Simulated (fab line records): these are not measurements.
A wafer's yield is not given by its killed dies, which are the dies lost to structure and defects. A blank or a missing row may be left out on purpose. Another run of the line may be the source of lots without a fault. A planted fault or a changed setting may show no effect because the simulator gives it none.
Which tool did it? -- flow rit-cmos -- 42 wafers from 14 lots sampled at 4 of the route's 202 steps

## WHAT THE GAUGES READ, wafer by wafer
RIT_NLDD_TW_MEAS_10.
lot,measured,on,NLDD_TW
L160,day 2 23:41,film-metro-02,2542 2529 2525
L161,day 3 00:08,film-metro-02,2510 2528 2532
L162,day 3 09:03,film-metro-04,2466 2474 2476
L163,day 3 10:46,film-metro-03,2462 2452 2460
L164,day 3 18:08,film-metro-02,2525 2513 2535
L165,day 3 19:44,film-metro-04,2452 2458 2462
L173,day 5 10:08,film-metro-02,2522 2531 2541
L174,day 5 16:08,film-metro-02,2533 2531 2536
L176,day 6 01:53,film-metro-04,2448 2463 2460
L179,day 6 17:17,film-metro-03,2467 2457 2462
L180,day 6 22:40,film-metro-02,2546 2545 2521
L181,day 7 03:03,film-metro-04,2463 2463 2474
L182,day 7 08:50,film-metro-04,2473 2470 2456
L183,day 7 12:05,film-metro-04,2462 2479 2463

RIT_PLDD_OVL_MEAS_06.
lot,measured,on,PLDD_OVL (nm)
L160,day 3 00:35,overlay-02,-1.0 -0.6 -1.9
L161,day 3 01:10,overlay-01,-0.7 -1.2 -1.8
L162,day 3 09:59,overlay-01,-3.3 -3.6 -4.6
L163,day 3 11:40,overlay-02,-1.5 1.8 -0.7
L164,day 3 19:02,overlay-01,0.0 -1.5 -0.7
L165,day 3 20:46,overlay-02,-0.1 -1.2 -1.3
L173,day 5 11:10,overlay-01,-0.8 -2.3 -1.2
L174,day 5 17:10,overlay-01,-2.6 -3.0 -1.8
L176,day 6 03:01,overlay-01,-0.8 -1.4 -1.3
L179,day 6 18:19,overlay-02,-2.1 -2.0 -1.2
L180,day 6 23:43,overlay-01,-1.3 -2.3 -2.5
L181,day 7 04:02,overlay-02,-1.5 -1.6 -0.2
L182,day 7 09:52,overlay-02,0.7 -0.1 0.3
L183,day 7 13:07,overlay-02,-0.7 -0.6 -0.6

RIT_PSD_OVL_MEAS_06.
lot,measured,on,PSD_OVL (nm)
L160,day 3 06:08,overlay-01,0.1 -1.1 -0.4
L161,day 3 08:01,overlay-02,-1.0 -0.9 -0.4
L162,day 3 16:25,overlay-01,1.0 0.6 1.0
L163,day 3 18:04,overlay-02,1.8 0.7 1.5
L164,day 4 00:43,overlay-01,-0.9 -2.3 -0.5
L165,day 4 02:43,overlay-01,0.2 -1.2 0.6
L173,day 5 16:44,overlay-02,-0.2 -0.2 1.3
L174,day 5 22:31,overlay-02,0.7 -0.7 -0.1
L176,day 6 09:36,overlay-02,2.7 3.1 3.9
L179,day 6 23:58,overlay-02,1.9 1.5 3.6
L180,day 7 05:18,overlay-02,0.8 2.6 2.4
L181,day 7 09:29,overlay-01,2.2 3.3 2.8
L182,day 7 15:24,overlay-01,-0.8 -0.5 -0.6
L183,day 7 18:36,overlay-01,-0.6 -0.4 0.1

## EACH LOT AND THE TOOL THAT RAN IT (in order: tool; ch and the chambers of the sampled wafers; start)
lot,RIT_NSD_HARDBAKE_07
L160,"litho-track-01 ch 0, day 3 04:38"
L161,"litho-track-03 ch 0, day 3 06:40"
L162,"litho-track-01 ch 0, day 3 15:02"
L163,"litho-track-03 ch 0, day 3 16:35"
L164,"litho-track-01 ch 0, day 3 23:12"
L165,"litho-track-03 ch 0, day 4 01:16"
L173,"litho-track-03 ch 0, day 5 15:14"
L174,"litho-track-03 ch 0, day 5 21:08"
L176,"litho-track-04 ch 0, day 6 08:14"
L179,"litho-track-01 ch 0, day 6 22:29"
L180,"litho-track-04 ch 0, day 7 03:47"
L181,"litho-track-04 ch 0, day 7 08:07"
L182,"litho-track-01 ch 0, day 7 14:02"
L183,"litho-track-04 ch 0, day 7 17:11"
- RIT_NSD_HARDBAKE_07: time 60 s.

## WHAT THE TOOLS THEMSELVES READ (means of the sampled wafers that have a number; where no wafer has one, the mark that the record gives instead)
RIT_NSD_HARDBAKE_07.
lot,tool,heater-power-total-W (W),plate-temp-C (C)
L160,litho-track-01,62.54,139.90
L161,litho-track-03,62.54,140.01
L162,litho-track-01,62.52,140.03
L163,litho-track-03,62.60,139.94
L164,litho-track-01,62.54,139.82
L165,litho-track-03,62.57,139.96
L173,litho-track-03,61.47,138.19
L174,litho-track-03,61.52,138.23
L176,litho-track-04,62.52,140.10
L179,litho-track-01,62.58,140.10
L180,litho-track-04,62.58,139.90
L181,litho-track-04,62.50,140.02
L182,litho-track-01,62.51,140.12
L183,litho-track-04,62.52,139.85

## THE ANSWER, worked out from the rows above alone
Rule: what is usual is taken from the lots themselves. The widest of any qualifying gaps counts: lots, ordered by their means at a reading, are off when they make up no more than a third of the lots, leave a main group of 4 or more, and stand apart from it by 3 or more times the standard deviation of that group's means. A main group whose means are all the same, to the digits that the tables above print for the reading, isn't used. Also off: a lot with no number at a reading for which 4 or more lots have one. All remaining lots with rows at the step are treated as sound. First the gauges in route order, then the tools' own readings, where a lot's mean is used as printed above. At the first step where some lot is off, the reading lying furthest off is the one used; lots without a number count as furthest.
Off, at RIT_NSD_HARDBAKE_07 on heater-power-total-W: L173, L174. Main group: mean 62.54 W, sd 0.031.
A tool fits if, at that step or a process step before it, it ran every lot that is off, and no sound lot after the first of them. One fits: litho-track-03 at RIT_NSD_HARDBAKE_07. A fault onset in the window from L165 (day 4 01:16, its last sound lot) to L173 (day 5 15:14, its first lot off) fits.
The tool's own readings at RIT_NSD_HARDBAKE_07 bear it out: on the lots that are off they differ by more than 5 times the standard deviation of the sound lots' means. heater-power-total-W reads 61.50 W there against 62.54 W on the sound lots; plate-temp-C reads 138.21 C there against 139.98 C on the sound lots.

## WHAT THE SIMULATOR HAD INSERTED
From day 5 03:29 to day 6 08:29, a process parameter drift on litho-track-03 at RIT_NSD_HARDBAKE_07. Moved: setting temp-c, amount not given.
Lots struck among those shown: L173, L174. The rule above reached the same finding.
